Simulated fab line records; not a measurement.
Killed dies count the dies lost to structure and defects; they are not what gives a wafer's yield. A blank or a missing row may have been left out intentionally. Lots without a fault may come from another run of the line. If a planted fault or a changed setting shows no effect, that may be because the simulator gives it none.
fab line records + flow ritCmos + part 2 of 2: steps 32 to 41 of 41
record
- lots=5
- wafers=15
- lastDay=7
route steps=202 shown NRETRO@56 PRETRO@64 GATE@75 FOX2@80
lots untouched by any fault: they come from a run of this same line in which no faults occurred
startH: the number of hours between the record's first day and the start of the first shown wafer of the lot + waitH: time in hours since the lot's previous step + " repeats the value in the row above + L1.1+2: one row covering several wafers at once + - no value, or no start given + * or withheld: withheld + < > ~ a bound
route shown NAME@n: NAME is a module with steps in the file, n the number in the route of the first one + usual: mean/standard deviation taken from wafers without a fault + same: alike in all rows + chamber/n: place in a boat + sites: per-site readings + _std_site: how widely they spread, as a standard deviation + _edge_site: inner sites' mean taken away from outer sites' mean + radiusMm: for every site, how far away it sits from the centre of the wafer + mask NAME#n: copy n + behind: tool/chamber where the wafer was last shaped + hold: the reason the lot was held/the length of the hold in hours/how it ended + device: which transistor (n, p or np) failed to switch + end of line: at the end of the route, the tests of the same wafers + for a step that has no rows: nothing shown but its recipe + killed: dies that structure and defects cost at the first sort, which is not the same as the wafer's yield + map: the dies of a wafer, with x for killed, . for not killed, _ for no die there
set.NAME: setting as actually run; set.NAME@STEP: the setting as run at that earlier step + model.NAME: the simulator's own value behind a step, which no gauge read
certain route steps with their lots: each step a table, each wafer a row
services: the hour from which a tool's chamber was out of use, counted from the record's first day as startH (under 0 if before that day), plus the number of hours and why
## steps
# step RIT_GATE_COAT_11
# recipe
- resist=NOVOLAK
- spinRpm=4250
- resistThkNm=850
# usual
- dispensePressureKPa=47.8/2.6
- spinSpeedRpm=4249.6/2.8
| lot.wafer | tool          | chamber | startH | waitH | dispensePressureKPa | spinSpeedRpm |
|-----------|---------------|---------|--------|-------|---------------------|--------------|
| L074.2    | lithoTrack-01 | 0       | 37.88  | 0.1   | 44.7                | 4247.1       |
| L074.3    | "             | 0       | "      | "     | 44.6                | 4248.8       |
| L074.6    | "             | 0       | "      | "     | 44.6                | 4248.7       |
| L078.1    | lithoTrack-04 | 0       | 62.26  | 0.1   | 50.9                | 4250.8       |
| L078.3    | "             | 0       | "      | "     | 50.9                | 4247.3       |
| L078.5    | "             | 0       | "      | "     | 50.9                | 4253.2       |
| L083.1    | lithoTrack-03 | 0       | 84.95  | 0.1   | 48.4                | 4242.8       |
| L083.3    | "             | 0       | "      | "     | 48.5                | 4251.9       |
| L083.6    | "             | 0       | "      | "     | 48.5                | 4247.1       |
| L088.1    | lithoTrack-01 | 0       | 113.07 | 0.1   | 44.7                | 4247.0       |
| L088.5    | "             | 0       | "      | "     | 44.7                | 4247.7       |
| L088.6    | "             | 0       | "      | "     | 44.7                | 4246.5       |
| L094.3    | lithoTrack-04 | 0       | 138.63 | 0.1   | 50.8                | 4250.5       |
| L094.4    | "             | 0       | "      | "     | 50.9                | 4252.8       |
| L094.6    | "             | 0       | "      | "     | 50.9                | 4249.2       |
# step RIT_GATE_SOFTBAKE_12
# recipe
- resist=NOVOLAK
- tempC=90
- timeS=60
# usual
- plateTempC=89.99/0.12
| lot.wafer | tool          | chamber | startH | waitH | plateTempC |
|-----------|---------------|---------|--------|-------|------------|
| L074.2    | lithoTrack-01 | 0       | 38.03  | 0.1   | 90.06      |
| L074.3    | "             | 0       | "      | "     | 90.04      |
| L074.6    | "             | 0       | "      | "     | 90.00      |
| L078.1    | lithoTrack-04 | 0       | 62.41  | 0.1   | 89.89      |
| L078.3    | "             | 0       | "      | "     | 90.00      |
| L078.5    | "             | 0       | "      | "     | 90.01      |
| L083.1    | lithoTrack-03 | 0       | 85.10  | 0.1   | 90.05      |
| L083.3    | "             | 0       | "      | "     | 89.90      |
| L083.6    | "             | 0       | "      | "     | 89.81      |
| L088.1    | lithoTrack-01 | 0       | 113.22 | 0.1   | 90.04      |
| L088.5    | "             | 0       | "      | "     | 90.15      |
| L088.6    | "             | 0       | "      | "     | 89.91      |
| L094.3    | lithoTrack-04 | 0       | 138.78 | 0.1   | 90.10      |
| L094.4    | "             | 0       | "      | "     | 90.16      |
| L094.6    | "             | 0       | "      | "     | 90.04      |
# step RIT_GATE_EXPOSE_13
# recipe
- maskId=M6
- na=0.6
- sourceShape=conventional
- sigmaOuter=0.6
- targetCdNm=150
- doseMj=386.1
# same
- na=0.6
| lot.wafer  | tool            | chamber | startH | waitH | mask |
|------------|-----------------|---------|--------|-------|------|
| L074.2+3+6 | ilineStepper-01 | 0       | 38.18  | 0.1   | M6#0 |
| L078.1+3+5 | ilineStepper-02 | 0       | 62.69  | 0.2   | M6#0 |
| L083.1+3+6 | ilineStepper-02 | 0       | 85.25  | 0.1   | M6#0 |
| L088.1+5+6 | ilineStepper-01 | 0       | 113.49 | 0.2   | M6#0 |
| L094.3+4+6 | ilineStepper-01 | 0       | 139.04 | 0.2   | M6#0 |
# step RIT_GATE_PEB_14
# recipe
- resist=NOVOLAK
- tempC=withheld
- timeS=withheld
| lot.wafer  | tool          | chamber | startH | waitH |
|------------|---------------|---------|--------|-------|
| L074.2+3+6 | lithoTrack-01 | 0       | 38.30  | 0.1   |
| L078.1+3+5 | lithoTrack-03 | 0       | 62.85  | 0.1   |
| L083.1+3+6 | lithoTrack-01 | 0       | 85.37  | 0.1   |
| L088.1+5+6 | lithoTrack-04 | 0       | 113.61 | 0.1   |
| L094.3+4+6 | lithoTrack-03 | 0       | 139.17 | 0.1   |
# step RIT_GATE_DEVELOP_15
# recipe
- resist=NOVOLAK
- developTimeS=50
- devTempC=23
# usual
- developerTempC=22.98/0.11
| lot.wafer | tool          | chamber | startH | waitH | developerTempC |
|-----------|---------------|---------|--------|-------|----------------|
| L074.2    | lithoTrack-01 | 0       | -      | -     | 22.93          |
| L074.3    | "             | 0       | "      | "     | 23.09          |
| L074.6    | "             | 0       | "      | "     | 22.70          |
| L078.1    | lithoTrack-03 | 0       | -      | -     | 23.04          |
| L078.3    | "             | 0       | "      | "     | 23.03          |
| L078.5    | "             | 0       | "      | "     | 23.06          |
| L083.1    | lithoTrack-01 | 0       | -      | -     | 23.05          |
| L083.3    | "             | 0       | "      | "     | 23.01          |
| L083.6    | "             | 0       | "      | "     | 23.02          |
| L088.1    | lithoTrack-04 | 0       | -      | -     | 23.19          |
| L088.5    | "             | 0       | "      | "     | 23.04          |
| L088.6    | "             | 0       | "      | "     | 22.94          |
| L094.3    | lithoTrack-03 | 0       | -      | -     | 22.97          |
| L094.4    | "             | 0       | "      | "     | 22.98          |
| L094.6    | "             | 0       | "      | "     | 23.03          |
# step RIT_GATE_CD_MEAS_16
# recipe
- targetCdNm=150
# usual
- cdNm=150.2/2.7
| lot.wafer | tool     | chamber | startH | waitH | cdNm  |
|-----------|----------|---------|--------|-------|-------|
| L074.2    | cdSem-02 | -       | 38.58  | -     | 151.9 |
| L074.3    | "        | -       | "      | "     | 152.8 |
| L074.6    | "        | -       | "      | "     | 152.1 |
| L078.1    | cdSem-01 | -       | 63.13  | -     | 149.4 |
| L078.3    | "        | -       | "      | "     | 148.4 |
| L078.5    | "        | -       | "      | "     | 147.5 |
| L083.1    | cdSem-01 | -       | 85.65  | -     | 149.2 |
| L083.3    | "        | -       | "      | "     | 149.3 |
| L083.6    | "        | -       | "      | "     | 151.0 |
| L088.1    | cdSem-01 | -       | 113.89 | -     | 151.3 |
| L088.5    | "        | -       | "      | "     | 153.8 |
| L088.6    | "        | -       | "      | "     | 153.9 |
| L094.3    | cdSem-02 | -       | 139.45 | -     | 151.4 |
| L094.4    | "        | -       | "      | "     | 150.4 |
| L094.6    | "        | -       | "      | "     | 152.0 |
# step RIT_GATE_OVL_MEAS_17
# usual
- GATE_OVL=-0.3/1.1
| lot.wafer | tool       | chamber | startH | waitH | GATE_OVL[nm] |
|-----------|------------|---------|--------|-------|--------------|
| L074.2    | overlay-02 | -       | 38.68  | 0.1   | 0.0          |
| L074.3    | "          | -       | "      | "     | 2.3          |
| L074.6    | "          | -       | "      | "     | 1.5          |
| L078.1    | overlay-01 | -       | 63.25  | 0.1   | -1.0         |
| L078.3    | "          | -       | "      | "     | 0.3          |
| L078.5    | "          | -       | "      | "     | -0.6         |
| L083.1    | overlay-02 | -       | 85.77  | 0.1   | -1.5         |
| L083.3    | "          | -       | "      | "     | 1.8          |
| L083.6    | "          | -       | "      | "     | -1.2         |
| L088.1    | overlay-01 | -       | 114.01 | 0.1   | 0.1          |
| L088.5    | "          | -       | "      | "     | 0.2          |
| L088.6    | "          | -       | "      | "     | -0.8         |
| L094.3    | overlay-01 | -       | 139.54 | 0.1   | 0.2          |
| L094.4    | "          | -       | "      | "     | -0.9         |
| L094.6    | "          | -       | "      | "     | -0.6         |
# step RIT_GATE_HARDBAKE_18
# recipe
- resist=NOVOLAK
- tempC=140
- timeS=60
# usual
- plateTempC=139.97/0.17
| lot.wafer | tool          | chamber | startH | waitH | plateTempC |
|-----------|---------------|---------|--------|-------|------------|
| L074.2    | lithoTrack-04 | 0       | 38.74  | 0.0   | 140.12     |
| L074.3    | "             | 0       | "      | "     | 140.15     |
| L074.6    | "             | 0       | "      | "     | 140.17     |
| L078.1    | lithoTrack-01 | 0       | 63.29  | 0.0   | 139.81     |
| L078.3    | "             | 0       | "      | "     | 139.90     |
| L078.5    | "             | 0       | "      | "     | 139.92     |
| L083.1    | lithoTrack-03 | 0       | 85.81  | 0.0   | 140.01     |
| L083.3    | "             | 0       | "      | "     | 139.98     |
| L083.6    | "             | 0       | "      | "     | 140.07     |
| L088.1    | lithoTrack-04 | 0       | 114.05 | 0.0   | 140.03     |
| L088.5    | "             | 0       | "      | "     | 140.35     |
| L088.6    | "             | 0       | "      | "     | 139.97     |
| L094.3    | lithoTrack-03 | 0       | 139.61 | 0.1   | 139.92     |
| L094.4    | "             | 0       | "      | "     | 139.75     |
| L094.6    | "             | 0       | "      | "     | 139.72     |
# step RIT_GATE_ETCH_19
# recipe
- chemistry=SF6/CHF3/O2
- timeS=165
- SF6_flow_sccm=30
- CHF3_flow_sccm=30
- O2_flow_sccm=5
- target=poly-Si
- pressureMtorr=40
- rfW=160
- targetDepthA=3125
- overEtchFrac=0.25
- stopOn=SiO2
# usual
- O2_flow_sccm=4.998/0.014
- drypumpMotorCurrentA=6.12/0.17
- oesProductAu=0.849/0.0096
- throttleValvePct=10.25/0.16
| lot.wafer | tool     | chamber | startH | waitH | O2_flow_sccm | drypumpMotorCurrentA | oesProductAu | rfHoursCounterH | throttleValvePct |
|-----------|----------|---------|--------|-------|--------------|----------------------|--------------|-----------------|------------------|
| L074.2    | rieSi-02 | 1       | 38.86  | 0.1   | 4.998        | 6.07                 | 0.837        | 135             | 10.50            |
| L074.3    | "        | 3       | "      | "     | 4.995        | 5.95                 | 0.844        | 0               | 10.06            |
| L074.6    | "        | 2       | "      | "     | 4.978        | 6.19                 | 0.855        | -               | 10.06            |
| L078.1    | rieSi-02 | 1       | 63.44  | 0.1   | 4.983        | 6.06                 | 0.844        | 135             | 10.52            |
| L078.3    | "        | 3       | "      | "     | 5.014        | 5.95                 | 0.845        | 1               | 10.05            |
| L078.5    | "        | 2       | "      | "     | 4.987        | 6.24                 | 0.868        | -               | 10.05            |
| L083.1    | rieSi-01 | 3       | 85.96  | 0.1   | 4.969        | 5.92                 | 0.838        | 140             | 10.24            |
| L083.3    | "        | 2       | "      | "     | 4.994        | 6.28                 | 0.850        | 23              | 10.50            |
| L083.6    | "        | 1       | "      | "     | 5.021        | 6.31                 | 0.862        | -               | 10.18            |
| L088.1    | rieSi-02 | 0       | 114.20 | 0.1   | 5.006        | 5.92                 | 0.855        | 7               | 10.23            |
| L088.5    | "        | 0       | "      | "     | 5.012        | 5.94                 | 0.856        | -               | 10.21            |
| L088.6    | "        | 3       | "      | "     | 4.995        | 5.95                 | 0.842        | -               | 10.05            |
| L094.3    | rieSi-02 | 1       | 139.71 | 0.1   | 5.017        | 6.07                 | 0.858        | 136             | 10.49            |
| L094.4    | "        | 2       | "      | "     | 5.008        | 6.16                 | 0.869        | 124             | 10.05            |
| L094.6    | "        | 0       | "      | "     | 4.993        | 5.93                 | 0.863        | -               | 10.23            |
# step RIT_GATE_STRIP_20
# recipe
- chemistry=O2
- timeS=180
- resist=NOVOLAK
- platenTempC=withheld
- powerW=500
- pressureMtorr=4000
- o2FlowSccm=4000
# usual
- drypumpMotorCurrentA=5.7/0.37
| lot.wafer | tool           | chamber | startH | waitH | drypumpMotorCurrentA | rfHoursCounterH |
|-----------|----------------|---------|--------|-------|----------------------|-----------------|
| L074.2    | plasmaAsher-02 | 0       | 38.97  | 0.1   | 5.7                  | 37              |
| L074.3    | "              | 1       | "      | "     | 6.0                  | -               |
| L074.6    | "              | 0       | "      | "     | 5.7                  | -               |
| L078.1    | plasmaAsher-02 | 1       | 63.54  | 0.1   | 6.0                  | 40              |
| L078.3    | "              | 0       | "      | "     | 5.7                  | -               |
| L078.5    | "              | 0       | "      | "     | 5.7                  | -               |
| L083.1    | plasmaAsher-04 | 1       | 86.07  | 0.1   | 5.8                  | 43              |
| L083.3    | "              | 0       | "      | "     | 5.9                  | -               |
| L083.6    | "              | 0       | "      | "     | 5.9                  | -               |
| L088.1    | plasmaAsher-02 | 1       | 114.31 | 0.1   | 6.0                  | 45              |
| L088.5    | "              | 0       | "      | "     | 5.7                  | -               |
| L088.6    | "              | 1       | "      | "     | 6.0                  | -               |
| L094.3    | plasmaAsher-02 | 0       | 139.88 | 0.1   | 5.7                  | -               |
| L094.4    | "              | 1       | "      | "     | 6.0                  | -               |
| L094.6    | "              | 0       | "      | "     | 5.7                  | -               |
## services
| tool            | chamber | startH | hours | kind        |
|-----------------|---------|--------|-------|-------------|
| ilineStepper-01 | 0       | 8.40   | -     | calibration |
| implanter-02    | -       | 10.14  | 0.7   | repair      |
| furnace-03      | -       | 35.74  | 7.0   | pm          |
| implanter-03    | -       | 46.71  | 5.2   | repair      |
| lpcvd-02        | -       | 50.99  | 2.8   | pm          |
| rieSi-01        | -       | 60.54  | 2.8   | pm          |
| plasmaAsher-04  | -       | 62.96  | 15.9  | pm          |
| implanter-02    | -       | 66.62  | 12.5  | repair      |
| plasmaAsher-02  | -       | 67.06  | 1.2   | repair      |
| ilineStepper-02 | -       | 70.56  | 2.1   | repair      |
| ilineStepper-01 | -       | 84.15  | 8.8   | repair      |
| ilineStepper-01 | -       | 84.47  | 8.8   | repair      |
| implanter-04    | -       | 90.52  | 2.5   | repair      |
| rieSi-01        | -       | 91.45  | 0.7   | repair      |
| rieSi-02        | -       | 95.95  | 1.5   | repair      |
| implanter-04    | -       | 102.93 | 3.4   | repair      |
| rieSi-02        | -       | 105.20 | 2.8   | pm          |
| plasmaAsher-03  | -       | 107.08 | 5.2   | repair      |
| plasmaAsher-03  | -       | 112.27 | 9.0   | pm          |
| ilineStepper-01 | -       | 117.68 | 2.5   | repair      |
| implanter-02    | -       | 123.74 | 29.2  | repair      |
| furnace-03      | -       | 128.07 | 3.9   | pm          |
| ilineStepper-02 | 0       | 132.33 | -     | calibration |
| rieSi-02        | 2       | 138.22 | 1.0   | repair      |
